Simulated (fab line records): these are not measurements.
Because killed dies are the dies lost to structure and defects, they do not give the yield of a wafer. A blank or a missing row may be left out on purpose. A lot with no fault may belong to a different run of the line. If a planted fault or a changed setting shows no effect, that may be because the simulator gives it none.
Split-lot study | flow berkeleyCmos170 | 23 wafers read from 5 lots, route of 331 steps

== THE SPLIT ==
At UCB170_BACKSIDE_COAT_01 (resist thk 900 nm), the setting resistThkNm was moved away from the recipe's 900 nm on 7 of the 23 wafers read, by -2.4% to +5.6%. The other wafers ran this setting at the recipe's value.

The reading comes from the split's own step.

== THE READING ==
KrF_of_BACKSIDE_COAT_01.thkNm (the simulator's own value, which no gauge read), in nm, at UCB170_BACKSIDE_COAT_01 (resist thk 900 nm). The file does not state a usual value for it. Here, 16 wafers ran the recipe; their average is 901.1 nm with a standard deviation of 2.4 nm.

wafer  | tool, chamber at the split | resistThkNm as run, nm | against the recipe | KrF_of_BACKSIDE_COAT_01.thkNm, nm | against lot-mates on the recipe
L076.1 | lithoTrack-02, 0           | 900                    | recipe             | 900.2                             | -
L076.2 | lithoTrack-02, 0           | 900                    | recipe             | 899.6                             | -
L076.3 | lithoTrack-02, 0           | 900                    | recipe             | 899.2                             | -
L076.5 | lithoTrack-02, 0           | 900                    | recipe             | 898.1                             | -
L076.6 | lithoTrack-02, 0           | 900                    | recipe             | 898.6                             | -
L074.1 | lithoTrack-04, 0           | 900                    | recipe             | 898.3                             | -
L074.2 | lithoTrack-04, 0           | 878.4                  | -2.4%              | 880.1                             | -19.9
L074.3 | lithoTrack-04, 0           | 878.4                  | -2.4%              | 876.5                             | -23.5
L074.4 | lithoTrack-04, 0           | 900                    | recipe             | 900.9                             | -
L074.5 | lithoTrack-04, 0           | 900                    | recipe             | 900.7                             | -
L079.1 | lithoTrack-03, 0           | 900                    | recipe             | 905.2                             | -
L079.4 | lithoTrack-03, 0           | 900                    | recipe             | 905.2                             | -
L079.2 | lithoTrack-03, 0           | 928.8                  | +3.2%              | 934                               | +28.8
L079.3 | lithoTrack-03, 0           | 928.8                  | +3.2%              | 934.6                             | +29.4
L079.6 | lithoTrack-03, 0           | 928.8                  | +3.2%              | 933                               | +27.8
L083.2 | lithoTrack-02, 0           | 950.1                  | +5.6%              | 953.7                             | +51.5
L083.3 | lithoTrack-02, 0           | 900                    | recipe             | 901.2                             | -
L083.4 | lithoTrack-02, 0           | 900                    | recipe             | 905.2                             | -
L083.5 | lithoTrack-02, 0           | 900                    | recipe             | 900.3                             | -
L083.6 | lithoTrack-02, 0           | 950.1                  | +5.6%              | 950                               | +47.8
L082.1 | lithoTrack-02, 0           | 900                    | recipe             | 904                               | -
L082.2 | lithoTrack-02, 0           | 900                    | recipe             | 901.1                             | -
L082.6 | lithoTrack-02, 0           | 900                    | recipe             | 899.6                             | -

THE FIT
A straight line over all 23 wafers: KrF_of_BACKSIDE_COAT_01.thkNm changes by +9.47 nm for each +1% of resistThkNm; r = +0.99; the points scatter about the line by 2.5 nm.
The same after taking each lot's own level away (the mean of its wafers on the recipe; 23 wafers): +8.94 nm for each +1%; r = +1.00; scatter 1.5 nm.
Per that fit: largest resistThkNm move, reading shift of 50 nm.
Measured against the standard deviation above, the lots' own levels, which go from 899.14 to 905.20 nm, span 2.5 times it.
The two slopes agree, so the slope changes little with the lot-to-lot level.
Check: with one of the wafers moved furthest among these (+5.6%) left out of the fit, the line predicts +49 nm for it against its lot-mates. Against them it came out at +51.5 nm.

== FURTHER SPLITS ON THESE WAFERS ==
Other splits were also applied to these wafers ahead of the reading. Each is held against what the fit with the lots' levels taken away leaves over:
other split on the same wafers | wafers away from the commonest value | r with KrF_of_BACKSIDE_COAT_01.thkNm (lot level and that fit taken away)
UCB170_NLDD_EXPOSE_03 doseMj   | 8                                    | -0.25
UCB170_PSD_PEB_04 pebTempC     | 10                                   | -0.12

== THE WHOLE CHAIN: every reading that the file lists as answering this split, in the file's order ==
step                     | what it does      | reading                                                                        | change (the file's fit)              | r (the file's)
UCB170_BACKSIDE_COAT_01  | resist thk 900 nm | KrF_of_BACKSIDE_COAT_01.thkNm (the simulator's own value, which no gauge read) | +8.94 nm for each +1% of the setting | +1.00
UCB170_BACKSIDE_STRIP_03 | strips in O2      | stripTimeToEndpointS                                                           | withheld for each +1% of the setting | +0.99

== THE FILE'S OWN FIT ==
KrF_of_BACKSIDE_COAT_01.thkNm changes by +8.94 nm for each +1% of resistThkNm, r = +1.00.
